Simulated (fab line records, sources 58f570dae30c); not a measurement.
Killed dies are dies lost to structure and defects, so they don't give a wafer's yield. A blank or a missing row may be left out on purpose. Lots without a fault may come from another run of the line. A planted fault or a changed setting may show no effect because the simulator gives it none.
Which tool did it? | flow berkeley_cmos170 | 14 lots, 42 wafers sampled, at 4 steps of a route of 331

WHAT THE GAUGES READ, wafer by wafer
UCB170_PWELL_THK_MEAS_03. Usual: PWELL_OXIDE_THK 26.6 nm, standard deviation 0.54.
lot  | measured    | on            | PWELL_OXIDE_THK (nm) | flag
L824 | day 3 05:43 | film_metro-03 | 26.4 26.2 26.2       |
L825 | day 3 13:56 | film_metro-03 | 27.5 27.2 27.4       |
L829 | day 3 20:41 | film_metro-01 | 26.1 26.4 26.4       |
L828 | day 3 20:41 | film_metro-03 | 25.8 25.7 25.7       |
L830 | day 4 03:32 | film_metro-02 | 26.4 26.0 25.9       |
L831 | day 4 10:09 | film_metro-03 | 26.1 26.2 26.1       |
L833 | day 4 23:16 | film_metro-03 | 25.9 26.2 26.2       |
L838 | day 5 21:44 | film_metro-03 | 25.8 26.6 25.6       |
L839 | day 6 08:56 | film_metro-02 | 26.7 27.0 26.6       |
L841 | day 6 17:43 | film_metro-01 | 27.1 27.3 27.0       |
L842 | day 6 17:44 | film_metro-03 | 26.5 27.1 27.1       |
L844 | day 7 08:50 | film_metro-03 | 26.9 27.4 27.4       |
L846 | day 7 08:50 | film_metro-01 | 27.2 27.0 27.0       |
L845 | day 7 08:50 | film_metro-02 | 27.6 27.0 27.5       |

UCB170_M1_THK_MEAS_02: measures by xrf. Usual: M1_AL_THK 604 nm, standard deviation 6.7.
lot  | measured     | on            | M1_AL_THK (nm) | flag
L824 | day 8 15:34  | film_metro-02 | 613 613 614    |
L825 | day 9 06:17  | film_metro-03 | 595 600 603    |
L829 | day 9 04:42  | film_metro-04 | 596 597 603    |
L828 | day 9 05:43  | film_metro-04 | 595 595 596    |
L830 | day 9 19:31  | film_metro-02 | 597 594 601    |
L831 | day 9 19:45  | film_metro-04 | 599 594 594    |
L833 | day 10 08:34 | film_metro-03 | 596 593 591    |
L838 | day 11 07:44 | film_metro-02 | 611 611 608    |
L839 | day 11 11:47 | film_metro-03 | 605 605 608    |
L841 | day 12 08:51 | film_metro-04 | 605 608 607    |
L842 | day 12 07:43 | film_metro-03 | 600 601 603    |
L844 | day 13 02:23 | film_metro-02 | 607 597 606    |
L846 | day 13 02:02 | film_metro-02 | 611 609 606    |
L845 | day 13 04:41 | film_metro-02 | 609 613 605    |

WHICH TOOL RAN EACH LOT (tool, then ch and the chambers of the sampled wafers, then the start)
lot  | UCB170_ACTIVE_ETCH_15             | UCB170_PLDD_DEVELOP_05
L824 | rie_diel-02 ch 0,1,2, day 5 08:29 | litho_track-03 ch 0, day 7 18:00
L825 | rie_diel-04 ch 1,2,3, day 5 16:25 | litho_track-01 ch 0, day 8 04:00
L829 | rie_diel-04 ch 1,2,3, day 5 15:56 | litho_track-02 ch 0, day 8 03:00
L828 | rie_diel-03 ch 1,2,3, day 5 16:40 | litho_track-02 ch 0, day 8 04:00
L830 | rie_diel-03 ch 0,1,2, day 5 23:43 | litho_track-03 ch 0, day 8 16:00
L831 | rie_diel-02 ch 0,2,3, day 5 23:59 | litho_track-01 ch 0, day 8 16:00
L833 | rie_diel-03 ch 0,1, day 6 21:56   | litho_track-02 ch 0, day 9 11:00
L838 | rie_diel-03 ch 0,2, day 7 14:40   | litho_track-02 ch 0, day 10 01:00
L839 | rie_diel-04 ch 0,2, day 8 05:19   | litho_track-01 ch 0, day 10 14:00
L841 | rie_diel-02 ch 2,3, day 8 16:53   | litho_track-02 ch 0, day 11 04:00
L842 | rie_diel-03 ch 0,2,3, day 8 17:45 | litho_track-02 ch 0, day 11 07:00
L844 | rie_diel-04 ch 0,2, day 9 05:43   | litho_track-03 ch 0, day 12 01:00
L846 | rie_diel-03 ch 0,1,3, day 9 06:05 | litho_track-01 ch 0, day 12 00:00
L845 | rie_diel-02 ch 2,3, day 9 06:26   | litho_track-03 ch 0, day 12 01:00
- UCB170_ACTIVE_ETCH_15: etches Si3N4 in CH3F/Ar/O2, stops on SiO2, target depth 242 nm, time 151 s.
- UCB170_PLDD_DEVELOP_05: develop time 45 s.

WHAT THE TOOLS THEMSELVES READ (means of the sampled wafers that have a number; where no wafer has one, the mark that the record gives instead)
UCB170_ACTIVE_ETCH_15. Usual: drypump_motor_current_A 5.7 A, standard deviation 0.48; oes_product_au 0.934 a.u., standard deviation 0.017; throttle_valve_pct 8.06 %, standard deviation 0.11.
lot  | tool        | drypump_motor_current_A (A) | oes_product_au (a.u.) | throttle_valve_pct (%) | flag
L824 | rie_diel-02 | 5.7                         | 0.943                 | 8.17                   |
L825 | rie_diel-04 | 6.0                         | 0.952                 | 8.13                   |
L829 | rie_diel-04 | 6.0                         | 0.949                 | 8.13                   |
L828 | rie_diel-03 | 5.7                         | 0.937                 | 8.07                   |
L830 | rie_diel-03 | 6.0                         | 0.932                 | 7.98                   |
L831 | rie_diel-02 | 5.6                         | 0.949                 | 8.08                   |
L833 | rie_diel-03 | 5.9                         | 0.921                 | 7.95                   |
L838 | rie_diel-03 | 6.1                         | 0.925                 | 7.89                   |
L839 | rie_diel-04 | 5.8                         | 0.944                 | 8.13                   |
L841 | rie_diel-02 | 5.3                         | 0.927                 | 8.05                   |
L842 | rie_diel-03 | 5.8                         | 0.926                 | 7.98                   |
L844 | rie_diel-04 | 5.8                         | 0.938                 | 8.13                   |
L846 | rie_diel-03 | 5.5                         | 0.917                 | 8.02                   |
L845 | rie_diel-02 | 5.8                         | 0.942                 | 8.12                   |

UCB170_PLDD_DEVELOP_05. Usual: developer_temp_C 21.01 C, standard deviation 0.11; exhaust_pa 45.1 Pa, standard deviation 0.89.
lot  | tool           | developer_temp_C (C) | exhaust_pa (Pa) | flag
L824 | litho_track-03 | 20.95                | 45.2            |
L825 | litho_track-01 | 20.89                | 43.8            |
L829 | litho_track-02 | 21.05                | 44.6            |
L828 | litho_track-02 | 21.01                | 44.2            |
L830 | litho_track-03 | 21.15                | 45.6            |
L831 | litho_track-01 | 20.87                | 44.5            |
L833 | litho_track-02 | 21.01                | 44.5            |
L838 | litho_track-02 | 21.03                | 45.3            |
L839 | litho_track-01 | 20.98                | 45.3            |
L841 | litho_track-02 | 23.15                | 44.9            | OFF
L842 | litho_track-02 | 22.92                | 45.5            | OFF
L844 | litho_track-03 | 21.07                | 45.2            |
L846 | litho_track-01 | 21.21                | 46.0            |
L845 | litho_track-03 | 21.09                | 44.7            |

THE ANSWER, worked out from the rows above alone
Rule: a lot is off if the mean of its wafers that have a number lies more than 3 standard deviations from the usual mean. A lot without any number at a reading at which 4 lots or more have one is off too. The other lots that the step has rows for count as sound. The gauges are gone through in route order, then the tools' own readings, and for those a lot's mean is taken as printed above. The first step at which some lot is off is used, and at that step the reading that is off furthest; a lot without a number counts as furthest.
Off: L841, L842, at UCB170_PLDD_DEVELOP_05 (developer_temp_C).
A tool fits if, at that step or a process step before it, it ran every lot that is off, and no sound lot after the first of them. One fits: litho_track-02 at UCB170_PLDD_DEVELOP_05. Its last sound lot is L838 (day 10 01:00), its first lot that is off L841 (day 11 04:00): a fault that began between those two fits.
The tool's own readings at UCB170_PLDD_DEVELOP_05 bear it out: on the lots that are off they differ by more than 5 times the standard deviation of the sound lots' means. developer_temp_C reads 23.04 C there against 21.03 C on the sound lots.

WHAT THE SIMULATOR HAD PUT IN
Process parameter drift: litho_track-02, from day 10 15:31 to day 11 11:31, at UCB170_PLDD_DEVELOP_05. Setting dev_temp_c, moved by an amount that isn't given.
Lots struck among those shown: L841, L842. The rule above found the same.
